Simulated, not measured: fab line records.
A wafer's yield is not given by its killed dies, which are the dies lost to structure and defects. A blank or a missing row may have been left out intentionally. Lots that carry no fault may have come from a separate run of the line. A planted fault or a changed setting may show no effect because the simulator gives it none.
fab line records	flow rit_cmos
record lots=6	wafers=18	last_day=7
route steps=202 shown ACTIVE@1 FOX1@20 FOX2@23 M1@202
lots that met no fault: taken from a fault-free run of the same line
start_h: hours from the record's opening day to when the first of the lot's shown wafers began	wait_h: hours from the lot's prior step to this one	" unchanged from the row above	L1.1+2: a single row standing in for several wafers	- no value, or no start given	* or withheld: withheld	< > ~ a bound
route shown NAME@n: a module of which the file shows steps, and the number in the route of the first	usual: the fault-free wafers' mean and standard deviation	same: alike in all rows	chamber/n: place in a boat	sites: per-site readings	_std_site: how widely they spread, as a standard deviation	_edge_site: inner sites' mean taken away from outer sites' mean	radius_mm: for every site, how far away it sits from the centre of the wafer	mask NAME#n: copy n	behind: the most recent tool/chamber to have shaped the wafer	hold: what put the lot on hold/how long, in hours/how the hold closed	device: the transistor (n, p or np) that didn't switch	end of line: the tests these same wafers got at the end of their route	a step given without rows: its recipe and nothing more	killed: at the first sort, the dies lost to defects and structure; wafer yield is something else	map: the dies of a wafer, with x for killed, . for not killed, _ for no die there
set.NAME: the run value of the setting; set.NAME@STEP: its run value at that earlier step	model.NAME: the simulator's own value behind a step, which no gauge read
lots at selected steps of the route; one table per step, one row per wafer
services: the hour from which a tool's chamber was out of use, counted from the record's first day as start_h (under 0 if before that day), plus the number of hours and why
## steps
# step RIT_ACTIVE_BOW_MEAS_00
# recipe mode=bow
# usual INCOMING_BOW=0/6
lot.wafer	tool	chamber	start_h	wait_h	INCOMING_BOW[um]
L281.4	film_metro-02	-	40.06	-	-5
L281.5	"	-	"	"	6
L281.6	"	-	"	"	-1
L287.1	film_metro-02	-	70.00	-	-3
L287.3	"	-	"	"	-1
L287.6	"	-	"	"	2
L292.1	film_metro-04	-	95.00	-	-4
L292.2	"	-	"	"	13
L292.5	"	-	"	"	6
L293.1	film_metro-04	-	100.00	-	5
L293.2	"	-	"	"	4
L293.3	"	-	"	"	10
L294.1	film_metro-04	-	105.00	-	4
L294.2	"	-	"	"	-2
L294.4	"	-	"	"	14
L298.1	film_metro-04	-	125.00	-	11
L298.2	"	-	"	"	-8
L298.5	"	-	"	"	-2
# step RIT_ACTIVE_OXIDATION_01
# recipe temp_c=1003	ambient=O2	target_thk_a=468	ox_time_s=3360
# usual ox_time_s=3360/0
lot.wafer	tool	chamber	start_h	wait_h	ox_time_s	model.SiO2_of_ACTIVE_OXIDATION_01.thk_nm
L281.4	furnace-04	0	40.12	0.0	3360	47.44
L281.5	"	0	"	"	3360	47.83
L281.6	"	0	"	"	3360	47.26
L287.1	furnace-02	0	70.12	0.1	3360	48.48
L287.3	"	0	"	"	3360	47.44
L287.6	"	0	"	"	3360	48.58
L292.1	furnace-02	0	95.27	0.3	6384	74.04
L292.2	"	0	"	"	6384	74.65
L292.5	"	0	"	"	6384	74.65
L293.1	furnace-02	0	100.12	0.1	6384	72.63
L293.2	"	0	"	"	6384	73.97
L293.3	"	0	"	"	6384	73.12
L294.1	furnace-04	0	105.12	0.1	3360	47.5
L294.2	"	0	"	"	3360	47.09
L294.4	"	0	"	"	3360	47.72
L298.1	furnace-04	0	125.12	0.1	3360	49.44
L298.2	"	0	"	"	3360	49.93
L298.5	"	0	"	"	3360	49.47
# step RIT_ACTIVE_THK_MEAS_02
# recipe reads=SiO2_of_ACTIVE_OXIDATION_01
# usual ACTIVE_OXIDE_THK=48.1/0.81
lot.wafer	tool	chamber	start_h	wait_h	ACTIVE_OXIDE_THK[nm]
L281.4	film_metro-04	-	42.08	0.0	47.5
L281.5	"	-	"	"	47.9
L281.6	"	-	"	"	47.3
L287.1	film_metro-02	-	72.05	0.0	48.5
L287.3	"	-	"	"	47.5
L287.6	"	-	"	"	48.6
L292.1	film_metro-03	-	97.20	0.0	74.0
L292.2	"	-	"	"	74.7
L292.5	"	-	"	"	74.6
L293.1	film_metro-04	-	102.05	0.0	72.6
L293.2	"	-	"	"	74.0
L293.3	"	-	"	"	73.2
L294.1	film_metro-03	-	107.05	0.0	47.6
L294.2	"	-	"	"	47.1
L294.4	"	-	"	"	47.7
L298.1	film_metro-02	-	127.05	0.0	49.5
L298.2	"	-	"	"	49.9
L298.5	"	-	"	"	49.5
# step RIT_ACTIVE_CVD_03
# recipe material=Si3N4	target_thk_nm=150	temp_c=810	precursor=SiH2Cl2/NH3	time_s=1500	pressure_mtorr=300	sih2cl2_flow_sccm=60	nh3_flow_sccm=150
# step RIT_ACTIVE_THK_MEAS_04
# recipe reads=Si3N4_of_ACTIVE_CVD_03
# usual ACTIVE_NITRIDE_THK=149.7/1.3
lot.wafer	tool	chamber	start_h	wait_h	ACTIVE_NITRIDE_THK[nm]
L281.4	film_metro-04	-	43.56	0.0	147.4
L281.5	"	-	"	"	148.1
L281.6	"	-	"	"	147.8
L287.1	film_metro-03	-	73.53	0.0	149.9
L287.3	"	-	"	"	150.6
L287.6	"	-	"	"	150.1
L292.1	film_metro-04	-	99.39	0.0	151.1
L292.2	"	-	"	"	150.6
L292.5	"	-	"	"	151.5
L293.1	film_metro-04	-	103.53	0.0	150.4
L293.2	"	-	"	"	149.7
L293.3	"	-	"	"	149.9
L294.1	film_metro-02	-	108.53	0.0	149.8
L294.2	"	-	"	"	150.6
L294.4	"	-	"	"	150.9
L298.1	film_metro-02	-	128.53	0.0	148.4
L298.2	"	-	"	"	148.8
L298.5	"	-	"	"	148.8
# step RIT_ACTIVE_HMDS_05
# recipe prime_time_s=60	prime_temp_c=140
# step RIT_ACTIVE_COAT_06
# recipe resist=NOVOLAK	spin_rpm=3250	resist_thk_nm=1000
# step RIT_ACTIVE_SOFTBAKE_07
# recipe resist=NOVOLAK	temp_c=90	time_s=60
# step RIT_ACTIVE_EXPOSE_08
# recipe mask_id=M1	na=0.6	source_shape=conventional	sigma_outer=0.6	target_cd_nm=1400	dose_mj=225
# step RIT_ACTIVE_PEB_09
# recipe resist=NOVOLAK	temp_c=withheld	time_s=withheld
# step RIT_ACTIVE_DEVELOP_10
# recipe resist=NOVOLAK	develop_time_s=50	dev_temp_c=22.53
# step RIT_ACTIVE_CD_MEAS_11
# recipe target_cd_nm=1400
# usual cd_nm=1399.2/2.3
lot.wafer	tool	chamber	start_h	wait_h	cd_nm
L281.4	cd_sem-01	-	44.62	-	1396.5
L281.5	"	-	"	"	1399.1
L281.6	"	-	"	"	1399.5
L287.1	cd_sem-02	-	74.44	-	1396.9
L287.3	"	-	"	"	1398.4
L287.6	"	-	"	"	1396.2
L292.1	cd_sem-01	-	100.42	-	1401.4
L292.2	"	-	"	"	1402.1
L292.5	"	-	"	"	1400.7
L293.1	cd_sem-02	-	104.56	-	1393.4
L293.2	"	-	"	"	1396.0
L293.3	"	-	"	"	1396.5
L294.1	cd_sem-01	-	109.44	-	1397.1
L294.2	"	-	"	"	1397.0
L294.4	"	-	"	"	1395.7
L298.1	cd_sem-01	-	129.56	-	1398.5
L298.2	"	-	"	"	1400.2
L298.5	"	-	"	"	1398.6
# step RIT_ACTIVE_HARDBAKE_12
# recipe resist=NOVOLAK	temp_c=140	time_s=60
# step RIT_ACTIVE_ETCH_13
# recipe stop_on=SiO2	chemistry=SF6	target=Si3N4	time_s=210	over_etch_frac=0.4	SF6_flow_sccm=200	pressure_mtorr=260	rf_w=125	target_depth_a=2100
# usual drypump_motor_current_A=5.8/0.52	oes_product_au=0.815/0.014	throttle_valve_pct=7.41/0.099
lot.wafer	tool	chamber	start_h	wait_h	drypump_motor_current_A	oes_product_au	rf_hours_counter_h	throttle_valve_pct
L281.4	rie_diel-01	1	44.83	0.1	6.1	0.836	170	7.52
L281.5	"	0	"	"	5.8	0.838	-	7.41
L281.6	"	3	"	"	4.7	0.790	-	7.43
L287.1	rie_diel-01	2	74.71	0.1	6.6	0.819	52	7.40
L287.3	"	0	"	"	5.8	0.844	129	7.40
L287.6	"	2	"	"	6.6	0.826	-	7.38
L292.1	rie_diel-01	3	100.69	0.1	4.7	0.801	35	7.42
L292.2	"	0	"	"	5.8	0.836	130	7.41
L292.5	"	3	"	"	4.7	0.800	-	7.44
L293.1	rie_diel-02	0	104.83	0.1	5.9	0.827	118	7.41
L293.2	"	1	"	"	6.0	0.799	69	7.33
L293.3	"	2	"	"	5.2	0.812	6	7.31
L294.1	rie_diel-04	0	109.71	0.1	6.3	0.803	97	7.46
L294.2	"	3	"	"	5.8	0.807	85	7.65
L294.4	"	1	"	"	6.4	0.808	20	7.32
L298.1	rie_diel-04	0	129.83	0.1	6.4	0.808	97	7.47
L298.2	"	2	"	"	5.8	0.829	109	7.32
L298.5	"	2	"	"	5.8	0.836	-	7.33
# step RIT_ACTIVE_STRIP_14
# recipe chemistry=O2	time_s=180	resist=NOVOLAK	platen_temp_c=withheld	power_w=500	pressure_mtorr=4000	o2_flow_sccm=4000
# usual drypump_motor_current_A=6.0/0.37
lot.wafer	tool	chamber	start_h	wait_h	drypump_motor_current_A	rf_hours_counter_h
L281.4	plasma_asher-03	1	45.03	0.1	6.1	-
L281.5	"	0	"	"	5.8	-
L281.6	"	1	"	"	6.1	-
L287.1	plasma_asher-01	1	74.84	0.1	5.2	44
L287.3	"	1	"	"	5.2	-
L287.6	"	1	"	"	5.2	-
L292.1	plasma_asher-04	0	100.83	0.1	5.9	43
L292.2	"	1	"	"	6.4	43
L292.5	"	1	"	"	6.4	-
L293.1	plasma_asher-01	1	104.97	0.1	5.2	47
L293.2	"	0	"	"	6.4	47
L293.3	"	0	"	"	6.4	-
L294.1	plasma_asher-04	1	109.84	0.1	6.3	44
L294.2	"	0	"	"	5.9	44
L294.4	"	0	"	"	5.9	-
L298.1	plasma_asher-04	0	129.97	0.1	5.8	47
L298.2	"	1	"	"	6.4	47
L298.5	"	1	"	"	6.4	-
# step RIT_ACTIVE_CD_MEAS_90
# recipe target_cd_nm=1400
# usual cd_nm=1399.2/2.3
lot.wafer	tool	chamber	start_h	wait_h	cd_nm
L281.4	cd_sem-01	-	45.20	0.1	1396.8
L281.5	"	-	"	"	1399.2
L281.6	"	-	"	"	1399.1
L287.1	cd_sem-01	-	75.02	0.1	1396.8
L287.3	"	-	"	"	1398.1
L287.6	"	-	"	"	1395.7
L292.1	cd_sem-01	-	101.00	0.1	1401.1
L292.2	"	-	"	"	1401.5
L292.5	"	-	"	"	1400.2
L293.1	cd_sem-02	-	105.14	0.1	1394.3
L293.2	"	-	"	"	1396.3
L293.3	"	-	"	"	1396.6
L294.1	cd_sem-01	-	110.02	0.1	1397.2
L294.2	"	-	"	"	1397.8
L294.4	"	-	"	"	1395.0
L298.1	cd_sem-01	-	130.14	0.1	1398.5
L298.2	"	-	"	"	1400.4
L298.5	"	-	"	"	1398.1
# step RIT_ACTIVE_CLEAN_15
# recipe chemistry=SC1	mix=3:3:50	time_s=600	temp_c=75
# step RIT_ACTIVE_CLEAN_16
# recipe chemistry=dHF	dilution=50:1	time_s=30
# step RIT_ACTIVE_CLEAN_17
# recipe chemistry=SC2	mix=3:3:50	time_s=600	temp_c=75	dry=n2_spin
# step RIT_FOX1_OXIDATION_00
# recipe temp_c=1100	ambient=H2O	target_thk_a=3507	p_h2o_torr=720	ox_time_s=1130
# step RIT_FOX1_THK_MEAS_01
# recipe reads=SiO2_of_FOX1_OXIDATION_00
# usual FOX1_OXIDE_THK=351/6.2
lot.wafer	tool	chamber	start_h	wait_h	FOX1_OXIDE_THK[nm]
L281.4	film_metro-04	-	47.38	0.0	362
L281.5	"	-	"	"	359
L281.6	"	-	"	"	364
L287.1	film_metro-01	-	76.82	0.0	353
L287.3	"	-	"	"	354
L287.6	"	-	"	"	358
L292.1	film_metro-02	-	103.37	0.0	355
L292.2	"	-	"	"	354
L292.5	"	-	"	"	354
L293.1	film_metro-01	-	107.79	0.0	351
L293.2	"	-	"	"	354
L293.3	"	-	"	"	351
L294.1	film_metro-04	-	111.82	0.0	353
L294.2	"	-	"	"	347
L294.4	"	-	"	"	345
L298.1	film_metro-04	-	132.58	0.0	351
L298.2	"	-	"	"	351
L298.5	"	-	"	"	343
# step RIT_FOX1_WET_ETCH_02
# recipe chemistry=BOE	target_depth_nm=350	time_s=390	temp_c=21.5	dry=n2_spin	dilution=10:1	target=SiO2
# step RIT_FOX2_OXIDATION_00
# recipe temp_c=1100	ambient=H2O	target_thk_a=3507	p_h2o_torr=720	ox_time_s=1130
# step RIT_FOX2_THK_MEAS_01
# recipe reads=SiO2_of_FOX2_OXIDATION_00
# usual FOX2_OXIDE_THK=350/6.2
lot.wafer	tool	chamber	start_h	wait_h	FOX2_OXIDE_THK[nm]
L281.4	film_metro-03	-	48.87	0.0	346
L281.5	"	-	"	"	347
L281.6	"	-	"	"	346
L287.1	film_metro-01	-	78.32	0.0	354
L287.3	"	-	"	"	351
L287.6	"	-	"	"	354
L292.1	film_metro-02	-	104.87	0.0	347
L292.2	"	-	"	"	349
L292.5	"	-	"	"	345
L293.1	film_metro-02	-	109.29	0.0	345
L293.2	"	-	"	"	343
L293.3	"	-	"	"	343
L294.1	film_metro-01	-	113.32	0.0	356
L294.2	"	-	"	"	354
L294.4	"	-	"	"	353
L298.1	film_metro-02	-	134.97	0.0	355
L298.2	"	-	"	"	353
L298.5	"	-	"	"	353
# step RIT_FOX2_CLEAN_02
# recipe chemistry=dHF	dilution=50:1	time_s=174
# step RIT_FOX2_WET_ETCH_03
# recipe chemistry=H3PO4	target=Si3N4	target_depth_nm=195	temp_c=165	time_s=2700
# usual temp_c=165.01/0.15
lot.wafer	tool	chamber	start_h	wait_h	temp_c	model.SiO2_of_ACTIVE_OXIDATION_01.thk_nm
L281.4	wet_bench-02	3	48.97	0.0	164.75	41.89
L281.5	"	3	"	"	164.99	41.13
L281.6	"	3	"	"	164.84	41.06
L287.1	wet_bench-01	2	78.45	0.0	164.99	42.01
L287.3	"	2	"	"	165.20	40.87
L287.6	"	2	"	"	164.93	42.12
L292.1	wet_bench-04	2	104.99	0.0	165.15	64.88
L292.2	"	2	"	"	165.20	65.08
L292.5	"	2	"	"	164.84	65.47
L293.1	wet_bench-04	3	109.41	0.0	165.04	64.74
L293.2	"	3	"	"	165.19	63.67
L293.3	"	3	"	"	165.24	64.96
L294.1	wet_bench-04	0	113.44	0.0	164.90	42.26
L294.2	"	0	"	"	164.82	41.9
L294.4	"	0	"	"	165.07	39.62
L298.1	wet_bench-02	0	135.09	0.0	164.87	43.81
L298.2	"	0	"	"	164.93	41.32
L298.5	"	0	"	"	165.06	40.93
# step RIT_FOX2_THK_MEAS_90
# recipe reads=SiO2_of_FOX2_OXIDATION_00
# usual FIELD_OXIDE_LEFT_1_THK=323/6.2
lot.wafer	tool	chamber	start_h	wait_h	FIELD_OXIDE_LEFT_1_THK[nm]
L281.4	film_metro-01	-	49.75	0.0	319
L281.5	"	-	"	"	319
L281.6	"	-	"	"	320
L287.1	film_metro-03	-	79.27	0.0	327
L287.3	"	-	"	"	324
L287.6	"	-	"	"	327
L292.1	film_metro-02	-	105.89	0.0	320
L292.2	"	-	"	"	322
L292.5	"	-	"	"	319
L293.1	film_metro-02	-	110.17	0.0	318
L293.2	"	-	"	"	316
L293.3	"	-	"	"	316
L294.1	film_metro-01	-	114.20	0.0	330
L294.2	"	-	"	"	327
L294.4	"	-	"	"	326
L298.1	film_metro-03	-	135.85	0.0	328
L298.2	"	-	"	"	326
L298.5	"	-	"	"	326
# step RIT_M1_PROBE_99
# usual killed_at_contacts=0.1/0.29	killed_at_front_end=7/3	killed_dies=7/3	killed_open=3.5/2	killed_short=3.4/2
# same gross_dies=264	killed_at_M0_to_M3=0	killed_at_M4_up=0	killed_at_back_side=0	killed_at_other=0
lot.wafer	tool	chamber	start_h	wait_h	killed_at_contacts	killed_at_front_end	killed_dies	killed_open	killed_short	model.etest.nldd.width_nm	model.etest.pldd.width_nm	model.etest.nmos_0p3.r_on_ohm_um	model.etest.pplus_sal.width_nm	model.etest.nplus_sal.width_nm	model.etest.nmos_narrow.drive_ua_um	model.etest.nmos_0p15.r_on_ohm_um	model.etest.pmos_narrow.drive_ua_um
L281.4	prober-01	-	88.95	0.2	0	5	5	2	3	3149	3151	2122	3404	3399	219.9	1065	98.27
L281.5	prober-01	-	89.00	0.2	0	4	4	2	2	3166	3150	2162	3436	3438	222.8	1112	98.52
L281.6	prober-01	-	89.05	0.2	0	4	4	2	2	3159	3158	2138	3415	3419	220.6	1083	97.64
L287.1	prober-01	-	116.63	0.1	0	4	4	1	3	3139	3149	2171	3419	3441	215.9	1140	96.97
L287.3	prober-01	-	116.73	0.2	0	3	3	2	1	3156	3160	2184	3417	3436	217.7	1157	97.97
L287.6	prober-01	-	116.88	0.2	0	6	6	3	3	3125	3138	2233	3414	3428	210.3	1174	93.95
L292.1	prober-02	-	143.18	0.1	1	8	9	5	4	2779	2757	2325	3297	3296	123.9	1162	60.73
L292.2	prober-02	-	143.23	0.1	0	6	6	1	5	2747	2744	2312	3302	3314	123.5	1206	61.53
L292.5	prober-02	-	143.38	0.2	0	4	4	0	4	2756	2742	2313	3264	3265	121.6	1146	61
L293.1	prober-01	-	148.45	0.1	0	8	8	5	3	2792	2795	2332	3318	3303	135.2	1211	63.02
L293.2	prober-01	-	148.50	0.1	1	6	7	5	2	2758	2769	2341	3310	3303	125.6	1183	58.95
L293.3	prober-01	-	148.55	0.2	0	10	10	8	2	2789	2784	2357	3335	3314	129.7	1221	60.72
L294.1	prober-02	-	151.47	0.1	0	8	8	4	4	3157	3166	2126	3434	3449	220.4	1115	102.1
L294.2	prober-02	-	151.52	0.1	0	11	11	6	5	3169	3153	2124	3428	3438	217.4	1085	102.4
L294.4	prober-02	-	151.62	0.2	0	7	7	3	4	3169	3161	2169	3450	3458	220.3	1124	99.7
L298.1	prober-01	-	177.06	0.1	0	8	8	6	2	3152	3147	2223	3437	3417	207.3	1140	93.08
L298.2	prober-01	-	177.11	0.1	0	5	5	3	2	3144	3152	2152	3432	3425	215.2	1104	97.96
L298.5	prober-01	-	177.26	0.2	0	6	6	5	1	3157	3154	2207	3429	3433	219.1	1145	97.5
# killed by level:class
L281.4 FOX2:geometric_particle:open=1 FOX2:geometric_particle:short=1 REOX:geometric_particle:short=1 SILICIDE:geometric_particle:open=1 SILICIDE:geometric_particle:short=1
L281.5 FOX2:geometric_particle:short=1 GATE:geometric_particle:short=1 REOX:geometric_particle:open=1 SILICIDE:geometric_particle:open=1
L281.6 SILICIDE:geometric_particle:short=2 GATE:geometric_particle:open=1 REOX:geometric_particle:open=1
L287.1 FOX1:geometric_particle:short=1 GATE:geometric_particle:open=1 GATE:geometric_particle:short=1 SPACER:geometric_particle:short=1
L287.3 FOX1:geometric_particle:open=1 GATE:geometric_particle:open=1 SPACER:geometric_particle:short=1
L287.6 GATE:geometric_particle:short=2 GATE:geometric_particle:open=1 REOX:geometric_particle:short=1 SPACER:geometric_particle:open=1 SILICIDE:geometric_particle:open=1
L292.1 SPACER:geometric_particle:open=2 SILICIDE:geometric_particle:short=2 FOX1:geometric_particle:open=1 FOX1:geometric_particle:short=1 GATE:geometric_particle:short=1 GATE:geometric_particle:open=1 CONTACT:geometric_particle:open=1
L292.2 FOX1:geometric_particle:short=2 GATE:geometric_particle:short=1 REOX:geometric_particle:open=1 REOX:geometric_particle:short=1 SPACER:geometric_particle:short=1
L292.5 GATE:geometric_particle:short=2 REOX:geometric_particle:short=1 SILICIDE:geometric_particle:short=1
L293.1 FOX1:geometric_particle:open=4 FOX1:geometric_particle:short=2 FOX2:geometric_particle:short=1 GATE:geometric_particle:open=1
L293.2 GATE:geometric_particle:short=2 GATE:geometric_particle:open=2 REOX:geometric_particle:open=1 SILICIDE:geometric_particle:open=1 CONTACT:geometric_particle:open=1
L293.3 FOX1:geometric_particle:open=3 SPACER:geometric_particle:open=3 GATE:geometric_particle:open=1 GATE:geometric_particle:short=1 REOX:geometric_particle:short=1 REOX:geometric_particle:open=1
L294.1 FOX1:geometric_particle:open=2 GATE:geometric_particle:short=2 FOX1:geometric_particle:short=1 REOX:geometric_particle:short=1 SPACER:geometric_particle:open=1 SILICIDE:geometric_particle:open=1
L294.2 GATE:geometric_particle:short=3 FOX1:geometric_particle:open=2 GATE:geometric_particle:open=2 FOX1:geometric_particle:short=1 SPACER:geometric_particle:short=1 SPACER:geometric_particle:open=1 SILICIDE:geometric_particle:open=1
L294.4 GATE:geometric_particle:open=2 SPACER:geometric_particle:short=2 GATE:geometric_particle:short=1 REOX:geometric_particle:short=1 SPACER:geometric_particle:open=1
L298.1 FOX2:geometric_particle:open=3 FOX2:geometric_particle:short=2 FOX1:geometric_particle:open=1 SPACER:geometric_particle:open=1 SILICIDE:geometric_particle:open=1
L298.2 FOX1:geometric_particle:open=2 FOX2:geometric_particle:open=1 GATE:geometric_particle:short=1 SILICIDE:geometric_particle:short=1
L298.5 GATE:geometric_particle:open=3 FOX2:geometric_particle:open=2 FOX1:geometric_particle:short=1
## services
tool	chamber	start_h	hours	kind
rie_diel-02	-	37.46	14.6	pm
rie_diel-01	-	42.55	0.4	repair
rie_diel-02	2	52.72	4.6	repair
rie_diel-01	1	55.66	-	clean
rie_diel-01	1	55.66	24.1	scheduled_down
rie_diel-01	1	55.66	24.1	vent_cycle
rie_diel-01	3	63.31	4.3	repair
rie_diel-04	3	64.87	3.3	repair
rie_diel-02	2	75.81	2.2	repair
rie_diel-01	-	89.55	1.4	repair
rie_diel-04	-	95.78	2.8	pm
rie_diel-01	1	97.98	8.9	repair
rie_diel-02	-	108.23	2.8	pm
plasma_asher-01	-	108.75	9.0	pm
plasma_asher-01	0	108.75	9.0	vent_cycle
plasma_asher-01	1	108.75	9.0	vent_cycle
furnace-02	-	114.45	3.5	pm
furnace-02	-	115.64	4.0	repair
plasma_asher-01	0	117.75	-	clean
plasma_asher-01	1	117.75	-	clean
rie_diel-02	-	121.50	1.7	repair
## key
first_sign step=RIT_ACTIVE_OXIDATION_01	reading=ox_time_s	direction=up	sigmas=99+	usual=*	struck=*
effect step=RIT_ACTIVE_THK_MEAS_02	reading=ACTIVE_OXIDE_THK	direction=up	sigmas=32	usual=48.1	struck=73.9
model_effect step=RIT_ACTIVE_OXIDATION_01	value=SiO2_of_ACTIVE_OXIDATION_01.thk_nm	without=48.15	struck=73.84
model_effect step=RIT_FOX2_WET_ETCH_03	value=SiO2_of_ACTIVE_OXIDATION_01.thk_nm	without=41.94	struck=64.8
model_effect step=RIT_M1_PROBE_99	value=etest.nldd.width_nm	without=3176	struck=2770
met_at RIT_ACTIVE_OXIDATION_01
struck_wafers L292.1,L292.2,L292.5,L293.1,L293.2,L293.3
tester_left_out L292,L293
onset_between 70.12 95.27
fault kind=process_parameter_drift	tool=furnace-02	chamber=-	onset_h=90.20	steps=RIT_ACTIVE_OXIDATION_01	channel=ox_time_s	offset=*	shape=step	end_h=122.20	acts_in=*	stated=*
# tester_left_out: of these lots the tester's yield and bins aren't shown, on N5 and GAA mostly nor the transistor test; their killed dies are dies lost to structure and defects alone, not to doping, threshold or leakage, so they don't give the yield
